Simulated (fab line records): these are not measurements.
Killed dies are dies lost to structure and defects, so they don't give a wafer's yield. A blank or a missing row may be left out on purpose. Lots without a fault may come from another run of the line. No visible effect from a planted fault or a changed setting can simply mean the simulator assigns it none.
What tool caused it? | flow ritCmos | at 1 step of a route of 202, 15 lots with 45 wafers sampled

## WHAT EACH GAUGE READ, for each wafer
The record holds no reading of a measuring or inspecting step that can be judged against a usual standard deviation.

## WHAT TOOL EACH LOT RAN ON (gives the tool, then ch and the chambers of the sampled wafers, and finally the start)
lot  | RIT_PSD_EXPOSE_03
L949 | ilineStepper-02 ch 0, day 4 11:53
L950 | ilineStepper-01 ch 0, day 4 17:11
L951 | ilineStepper-02 ch 0, day 4 20:02
L956 | ilineStepper-02 ch 0, day 5 17:18
L957 | ilineStepper-01, day 5 22:57
L958 | ilineStepper-02, day 6 03:17
L959 | ilineStepper-01, day 6 04:42
L961 | ilineStepper-01 ch 0, day 6 13:23
L962 | ilineStepper-01 ch 0, day 6 16:20
L963 | ilineStepper-01 ch 0, day 7 03:50
L964 | ilineStepper-01 ch 0, day 7 05:11
L965 | ilineStepper-01 ch 0, day 7 07:13
L966 | ilineStepper-01 ch 0, day 7 11:50
L967 | ilineStepper-01 ch 0, day 7 20:53
L968 | ilineStepper-01 ch 0, day 8 02:40
- RIT_PSD_EXPOSE_03: exposes mask M10, target cd 40900 nm.

## WHAT THE TOOLS THEMSELVES READ (means of the sampled wafers that have a number; where no wafer has one, the mark that the record gives instead)
RIT_PSD_EXPOSE_03.
lot  | tool            | exposureDoseMJCm2 | focusOffsetNm (nm)
L949 | ilineStepper-02 | 250.00            | 0.6
L950 | ilineStepper-01 | 250.36            | -0.1
L951 | ilineStepper-02 | 250.05            | -0.3
L956 | ilineStepper-02 | 249.92            | 0.2
L957 | ilineStepper-01 | -                 | -
L958 | ilineStepper-02 | -                 | -
L959 | ilineStepper-01 | -                 | -
L961 | ilineStepper-01 | 249.76            | -0.0
L962 | ilineStepper-01 | 250.13            | 0.3
L963 | ilineStepper-01 | 250.12            | -0.5
L964 | ilineStepper-01 | 249.87            | -0.1
L965 | ilineStepper-01 | 250.30            | 0.2
L966 | ilineStepper-01 | 250.19            | -0.4
L967 | ilineStepper-01 | 250.02            | 1.2
L968 | ilineStepper-01 | 250.35            | -0.3

## THE ANSWER, worked out from the rows above alone
Rule: the usual values come from the lots themselves. The widest of any qualifying gaps counts: lots, ordered by their means at a reading, are off when they make up no more than a third of the lots, leave a main group of 4 or more, and stand apart from it by 3 or more times the standard deviation of that group's means. Not used: any main group whose means are identical at the precision the tables above print for the reading. A lot without any number at a reading at which 4 lots or more have one is off too. All remaining lots with rows at the step are treated as sound. The gauges are gone through in route order, then the tools' own readings, and for those a lot's mean is taken as printed above. The first step at which some lot is off is used, and at that step the reading that is off furthest; a lot without a number counts as furthest.
Off, at RIT_PSD_EXPOSE_03 on exposureDoseMJCm2: L957, L958, L959. Without a number there: L957, L958, L959. Mean 250.09 and standard deviation 0.18 in the main group.
If a tool, at that step or one of the process steps before it, ran each lot that is off and ran no sound lot following the first of them, it fits. Not one of the candidates tried fits.

## WHAT HAD BEEN PUT IN BY THE SIMULATOR
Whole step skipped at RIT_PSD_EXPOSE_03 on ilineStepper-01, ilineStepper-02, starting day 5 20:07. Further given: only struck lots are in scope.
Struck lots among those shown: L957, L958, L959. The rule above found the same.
